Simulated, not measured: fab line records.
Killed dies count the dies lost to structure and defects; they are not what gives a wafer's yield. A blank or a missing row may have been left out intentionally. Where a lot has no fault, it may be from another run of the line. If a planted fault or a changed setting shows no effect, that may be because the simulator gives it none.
The same fault as seen by 2 desks :: flow berkeley cmos170 :: each desk holds nothing but its own numbers, with what lay behind them at the end

## METROLOGY DESK
What the gauges read, lot by lot, whatever tool the lot ran on: means of the sampled wafers that have a number. If a lot's mean is further than 4 standard deviations from the usual mean, the lot is out of limits and carries the mark OUT (the distance appears in the brackets).
Columns: A = V2_TEOS_THK at UCB170_V2_THK_MEAS_01, usual 2000 nm
lot: L354
first seen here: day 7 21:32
A: 1998

lot: L353
first seen here: day 7 21:44
A: 2011

lot: L352
first seen here: day 7 21:50
A: 1978

lot: L357
first seen here: day 9 07:47
A: 1802 (-7.6) OUT

lot: L364
first seen here: day 9 19:53
A: 2018

lot: L367
first seen here: day 10 15:07
A: 2005

lot: L365
first seen here: day 10 15:57
A: 1980

lot: L368
first seen here: day 11 01:50
A: 1986

lot: L373
first seen here: day 11 13:56
A: 1993

lot: L370
first seen here: day 11 16:07
A: 2011

lot: L372
first seen here: day 11 16:27
A: 2009

lot: L374
first seen here: day 12 04:53
A: 1986

lot: L375
first seen here: day 12 19:01
A: 2012
This desk finds L357 out of limits, with the earliest case on L357 at day 9 07:47 (V2_TEOS_THK at UCB170_V2_THK_MEAS_01). Within limits: L354, L353, L352, L364, L367, L365, L368, L373, L370, L372, L374, L375.

## AT THE TOOL OWNER'S DESK: pecvd-03
The tool's own readings at UCB170_V2_CVD_00 (deposits SiO2 from TEOS/O2, target thk 2000 nm, time 250 s): means of the sampled wafers that have a number, for each lot that ran on this tool. If a lot's mean is further than 4 standard deviations from the usual mean, the lot is out of limits and carries the mark OUT (the distance appears in the brackets).
Columns: A = heater power w at UCB170_V2_CVD_00, usual 272 W; B = pressure mtorr at UCB170_V2_CVD_00, usual 9000 mTorr; C = rf fwd power W at UCB170_V2_CVD_00, usual 548.6 W
lot: L352
first seen here: day 7 21:40
A: 259
B: 9012
C: 549.4

lot: L357
first seen here: day 9 07:37
A: 344
B: 8990
C: 401.2 (-82) OUT
This desk finds L357 out of limits, L357 being first, at day 9 07:37 (rf fwd power W at UCB170_V2_CVD_00). Within limits: L352.

## PUT TOGETHER
At day 9 07:37, on L357, the tool owner's desk was in a position to raise an alarm.
At day 9 07:47 the metrology desk could have sounded an alarm, on L357.
All the named lots went through UCB170_V2_CVD_00 on pecvd-03.

## WHAT THE SIMULATOR HAD PUT IN
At UCB170_V2_CVD_00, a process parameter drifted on pecvd-03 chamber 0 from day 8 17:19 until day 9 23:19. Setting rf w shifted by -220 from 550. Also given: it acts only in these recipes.
Shown lots that were struck: L357.
Fault start to first reading out of limits, in hours, per desk: tool owner, 14; metrology, 14.
